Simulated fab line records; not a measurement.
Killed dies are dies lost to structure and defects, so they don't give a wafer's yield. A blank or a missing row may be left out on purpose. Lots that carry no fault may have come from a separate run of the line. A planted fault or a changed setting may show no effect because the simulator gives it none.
Tool commonality check :: flow berkeley_cmos170 :: 14 lots and 48 wafers in the sample

THE REASON FOR OPENING IT
At UCB170_PWELL_THK_MEAS_03 the reading PWELL_OXIDE_THK is flagged on 2 of 14 lots. No-fault wafers: 26.3 nm, standard deviation 0.38.
Rule: a lot gets a flag if all its wafers with a number sit over 4 standard deviations from that mean, or if no wafer of it has a number. All remaining lots are regarded as sound.

lot: L985
measured: day 2 15:00
on: film_metro-02
PWELL_OXIDE_THK (nm), wafer by wafer: 26.6 26.7 26.8
flag: 

lot: L986
measured: day 3 00:44
on: film_metro-03
PWELL_OXIDE_THK (nm), wafer by wafer: 27.2 26.6 27.0
flag: 

lot: L987
measured: day 3 00:44
on: film_metro-04
PWELL_OXIDE_THK (nm), wafer by wafer: 26.6 26.0 26.2
flag: 

lot: L989
measured: day 3 19:26
on: film_metro-02
PWELL_OXIDE_THK (nm), wafer by wafer: 37.9 38.3 38.2 37.8 38.2 38.2
flag: FLAGGED

lot: L993
measured: day 4 18:14
on: film_metro-04
PWELL_OXIDE_THK (nm), wafer by wafer: 39.0 39.0 39.7 39.0 39.0 39.7
flag: FLAGGED

lot: L997
measured: day 5 00:02
on: film_metro-03
PWELL_OXIDE_THK (nm), wafer by wafer: 25.5 25.8 25.8
flag: 

lot: L998
measured: day 5 13:31
on: film_metro-02
PWELL_OXIDE_THK (nm), wafer by wafer: 26.4 25.9 26.6
flag: 

lot: L999
measured: day 5 13:31
on: film_metro-03
PWELL_OXIDE_THK (nm), wafer by wafer: 26.5 26.2 26.3
flag: 

lot: L102
measured: day 6 07:13
on: film_metro-03
PWELL_OXIDE_THK (nm), wafer by wafer: 26.3 26.3 26.0
flag: 

lot: L103
measured: day 6 07:13
on: film_metro-02
PWELL_OXIDE_THK (nm), wafer by wafer: 26.4 26.2 27.0
flag: 

lot: L105
measured: day 6 20:31
on: film_metro-03
PWELL_OXIDE_THK (nm), wafer by wafer: 26.8 26.4 26.6
flag: 

lot: L106
measured: day 7 01:17
on: film_metro-03
PWELL_OXIDE_THK (nm), wafer by wafer: 26.4 26.1 26.4
flag: 

lot: L107
measured: day 7 08:04
on: film_metro-03
PWELL_OXIDE_THK (nm), wafer by wafer: 26.5 26.5 26.7
flag: 

lot: L108
measured: day 7 08:04
on: film_metro-04
PWELL_OXIDE_THK (nm), wafer by wafer: 25.9 26.0 25.9
flag: 
On average the flagged lots' numbers are 38.7 nm, which is +12.4 nm against the usual, or +33 standard deviations.

TOOL THAT RAN EACH LOT
The record keeps 1 process step preceding the reading, out of 331 steps on the route. In each cell: the tool, then ch and the chambers that the sampled wafers went through, then the start.
lot: L985
flag: 
UCB170_PWELL_OXIDATION_02: furnace-03 ch 0, day 2 13:39

lot: L986
flag: 
UCB170_PWELL_OXIDATION_02: furnace-02 ch 0, day 2 23:23

lot: L987
flag: 
UCB170_PWELL_OXIDATION_02: furnace-02 ch 0, day 2 23:23

lot: L989
flag: FLAGGED
UCB170_PWELL_OXIDATION_02: furnace-02 ch 0, day 3 15:29

lot: L993
flag: FLAGGED
UCB170_PWELL_OXIDATION_02: furnace-03 ch 0, day 4 14:02

lot: L997
flag: 
UCB170_PWELL_OXIDATION_02: furnace-02 ch 0, day 4 22:41

lot: L998
flag: 
UCB170_PWELL_OXIDATION_02: furnace-03 ch 0, day 5 12:09

lot: L999
flag: 
UCB170_PWELL_OXIDATION_02: furnace-03 ch 0, day 5 12:09

lot: L102
flag: 
UCB170_PWELL_OXIDATION_02: furnace-02 ch 0, day 6 05:52

lot: L103
flag: 
UCB170_PWELL_OXIDATION_02: furnace-02 ch 0, day 6 05:52

lot: L105
flag: 
UCB170_PWELL_OXIDATION_02: furnace-01 ch 0, day 6 19:09

lot: L106
flag: 
UCB170_PWELL_OXIDATION_02: furnace-03 ch 0, day 6 23:56

lot: L107
flag: 
UCB170_PWELL_OXIDATION_02: furnace-03 ch 0, day 7 06:42

lot: L108
flag: 
UCB170_PWELL_OXIDATION_02: furnace-03 ch 0, day 7 06:42
What the steps here do:
- UCB170_PWELL_OXIDATION_02: target thk 26.4 nm, ox time 1260 s.
- UCB170_PWELL_THK_MEAS_03

FLAGGED OVER TOTAL, TOOL BY TOOL (the gauges that took the reading come last)
step: UCB170_PWELL_OXIDATION_02
tool: furnace-01
lots run: 1
flagged: 0
share of the flagged lots: none
sound lots run after its first flagged lot: -

step: UCB170_PWELL_OXIDATION_02
tool: furnace-02
lots run: 6
flagged: 1
share of the flagged lots: some
sound lots run after its first flagged lot: 3 (L997,L102,L103)

step: UCB170_PWELL_OXIDATION_02
tool: furnace-03
lots run: 7
flagged: 1
share of the flagged lots: some
sound lots run after its first flagged lot: 5 (L998,L999,L106,L107,L108)

step: UCB170_PWELL_THK_MEAS_03
tool: film_metro-02
lots run: 4
flagged: 1
share of the flagged lots: some
sound lots run after its first flagged lot: 2 (L998,L103)

step: UCB170_PWELL_THK_MEAS_03
tool: film_metro-03
lots run: 7
flagged: 0
share of the flagged lots: none
sound lots run after its first flagged lot: -

step: UCB170_PWELL_THK_MEAS_03
tool: film_metro-04
lots run: 3
flagged: 1
share of the flagged lots: some
sound lots run after its first flagged lot: 1 (L108)

WHAT THE TABLE ALLOWS
No row of the table ran every flagged lot.

WHAT THE SIMULATOR HAD PUT IN
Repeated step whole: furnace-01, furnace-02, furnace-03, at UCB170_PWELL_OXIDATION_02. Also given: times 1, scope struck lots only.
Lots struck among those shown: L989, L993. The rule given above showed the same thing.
